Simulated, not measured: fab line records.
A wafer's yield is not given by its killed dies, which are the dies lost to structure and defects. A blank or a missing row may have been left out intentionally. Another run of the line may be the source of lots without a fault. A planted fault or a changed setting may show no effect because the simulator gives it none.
Chamber matching | flow berkeley cmos170 | UCB170_V1_CMP_02 on cmp-02 has 4 sister chambers
The step polishes SiO2. 4 wafers are shown with their chamber, then 7 later ones without.

## WAFERS, EACH WITH ITS CHAMBER
wafer  | chamber | motor current A (A)
L505.6 | 2       | 18.8
L518.2 | 3       | 15.5
L517.2 | 1       | 15.1
L517.3 | 0       | 18.4

## WAFERS MISSING THEIR CHAMBER
wafer  | motor current A (A)
L517.4 | 18.8
L520.1 | 16.6
L520.5 | 18.8
L520.6 | 15.5
L524.1 | 18.6
L524.3 | 17.6
L524.4 | 14.6

## CHAMBER TAKEN BY EACH
wafer  | from the rows above               | in truth
L517.4 | can't be placed: 2 or 0           | 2
L520.1 | can't be placed: 3 or 1 or 0 or 2 | 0
L520.5 | can't be placed: 2 or 0           | 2
L520.6 | can't be placed: 3 or 1           | 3
L524.1 | can't be placed: 2 or 0           | 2
L524.3 | can't be placed: 0 or 2           | 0
L524.4 | can't be placed: 1 or 3           | 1
0 of 7 placed correctly. Cannot be placed on the basis of these rows: 7; the candidates contain the true chamber in 7. Placed wrongly: 0.
How it was worked out, from the rows above alone: a wafer's distance from a chamber is the root of the sum, over the readings, of the square of ((its reading less the chamber's mean) divided by the reading's scatter). The wafer belongs to the nearest chamber; if the next one is less than 2 further off, it can't be placed. Each chamber's mean is taken over the wafers shown for it. The scatter: root of mean squared gap, hidden wafer to nearest shown wafer, with one shown wafer a chamber.
